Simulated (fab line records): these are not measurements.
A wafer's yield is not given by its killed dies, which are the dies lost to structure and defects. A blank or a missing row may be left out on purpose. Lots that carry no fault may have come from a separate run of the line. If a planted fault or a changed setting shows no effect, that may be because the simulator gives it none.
8D (eight disciplines) problem report, filled in by code | flow berkeley_cmos170 | the parts of the form that need people (team, actions taken, sign-off) are left out

## 1. WHAT IS WRONG
Mean NSD_RS at UCB170_SDANNEAL_RS_MEAS_03: 37.87 ohm/sq over 6 wafers in 2 lots; fault-free wafers: 37.23 ohm/sq, standard deviation 0.092. Relative to the usual mean, that is a shift of +6.9 standard deviations.
The step: measures by four-point-probe.
First observed at day 9 05:41: wafer L984.1, on film_metro-04. The record holds 42 wafers of 14 lots with a number at this step. Rule for "out", or "out of limits": more than 4 standard deviations from the usual mean. The rest of the wafers with a number are treated as sound.

## 2. WHAT IT IS; WHAT IT IS NOT
question                    | is                           | is not
which readings at this step | NSD_RS                       | -
which lots                  | L984, L989                   | L101, L102, L979, L981, L982, L983, L990, L993, L995, L997, L998, L999
which wafers of those lots  | all that have a number       | -
read on which gauges        | film_metro-01, film_metro-04 | film_metro-03
when                        | from day 9 05:41             | up to then (12 sound wafers); but 24 sound wafers of L101, L102, L990, L993, L995, L997, L998, L999 came after

## 3. THE SUSPECTS, EACH WITH WHAT RULES IT OUT
Counting: a tool at a process step up to the reading stays a suspect if it ran every lot that is out and no sound lot after the first of them.
- the gauge at UCB170_SDANNEAL_RS_MEAS_03: ruled out. 2 gauges (film_metro-01, film_metro-04) read the wafers that are out.
- implanter-02 at UCB170_NSD_IMPLANT_08: ruled out as a lasting fault. Sound lots L998, L997, L101 ran on it after its first lot that is out, L984 (day 9 01:59).
Left after counting: nothing in the record.

## 4. THE CAUSE (what the simulator had put in)
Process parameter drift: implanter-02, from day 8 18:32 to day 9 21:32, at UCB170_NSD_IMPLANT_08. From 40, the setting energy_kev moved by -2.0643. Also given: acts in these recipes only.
The count ruled it out by mistake, since the rule takes a fault to strike every lot its tool runs from the start of the fault on, and this one did not do so.

## 5. THE EFFECT CHAIN, in route order
Each row: a reading whose mean over the struck wafers that have a number lies more than 3 standard deviations from the usual. Only readings for which the record gives a usual standard deviation are gone through. hours: the time from each lot's start at the first step in this table that gives one to its start at this step, as a median over the lots. sigmas: the change in usual standard deviations.
hours | step                       | reading                  | usual        | on struck wafers | change | sigmas
0     | UCB170_NSD_IMPLANT_08      | beam_energy_keV          | 40.000       | 37.937           | -2.063 | -99 or more
0     | UCB170_NSD_STRIP_09        | strip_time_to_endpoint_s | 35.83 s      | 35.10            | -0.73  | -9.1
3     | UCB170_SDANNEAL_RS_MEAS_03 | NSD_RS                   | 37.23 ohm/sq | 37.87            | +0.64  | +6.9
Its process steps:
- UCB170_NSD_IMPLANT_08
- UCB170_NSD_STRIP_09: strips in O2.

## 6. HOW IT WOULD HAVE BEEN CAUGHT EARLIER
11 hours passed between the start of the fault at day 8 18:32 and the first reading out of limits at a measuring or inspecting step in this record, taken at day 9 05:41.
The tool's own readings at UCB170_NSD_IMPLANT_08 were out on every struck wafer that the step has a row for (beam_energy_keV): an alarm limit on them would have fired on the first of those.
